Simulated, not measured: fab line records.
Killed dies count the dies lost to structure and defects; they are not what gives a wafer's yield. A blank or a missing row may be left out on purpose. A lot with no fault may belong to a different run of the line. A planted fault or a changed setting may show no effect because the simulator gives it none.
Which tool was responsible? | flow berkeley cmos170 | at 1 step of a route of 331, 6 lots with 18 wafers sampled

WHAT EACH GAUGE READ, for each wafer
UCB170_START_THK_MEAS_03.
lot  | measured    | on            | START_OXIDE_THK (nm)
L620 | day 1 17:05 | film metro-01 | 20.1 20.0 19.9
L623 | day 2 07:41 | film metro-01 | 19.0 19.3 19.4
L624 | day 2 17:20 | film metro-02 | 20.0 19.9 19.7
L626 | day 3 01:36 | film metro-02 | 19.8 19.6 19.4
L634 | day 4 19:15 | film metro-01 | 20.7 20.5 20.5
L637 | day 5 09:32 | film metro-03 | 19.8 20.0 20.1

WHAT TOOL EACH LOT RAN ON (gives the tool, then ch and the chambers of the sampled wafers, and finally the start)
There is no process step in the record ahead of these readings.

THE ANSWER, worked out from the rows above alone
Rule: the lots themselves supply what counts as usual. The widest of any qualifying gaps counts: lots, ordered by their means at a reading, are off when they make up no more than a third of the lots, leave a main group of 4 or more, and stand apart from it by 3 or more times the standard deviation of that group's means. A main group whose means are all the same, to the digits that the tables above print for the reading, isn't used. Also off: a lot with no number at a reading for which 4 or more lots have one. Any other lot the step has rows for is counted as sound.
Across all readings shown, no lot is off: no conclusion can be drawn from this.

WHAT THE SIMULATOR PUT IN
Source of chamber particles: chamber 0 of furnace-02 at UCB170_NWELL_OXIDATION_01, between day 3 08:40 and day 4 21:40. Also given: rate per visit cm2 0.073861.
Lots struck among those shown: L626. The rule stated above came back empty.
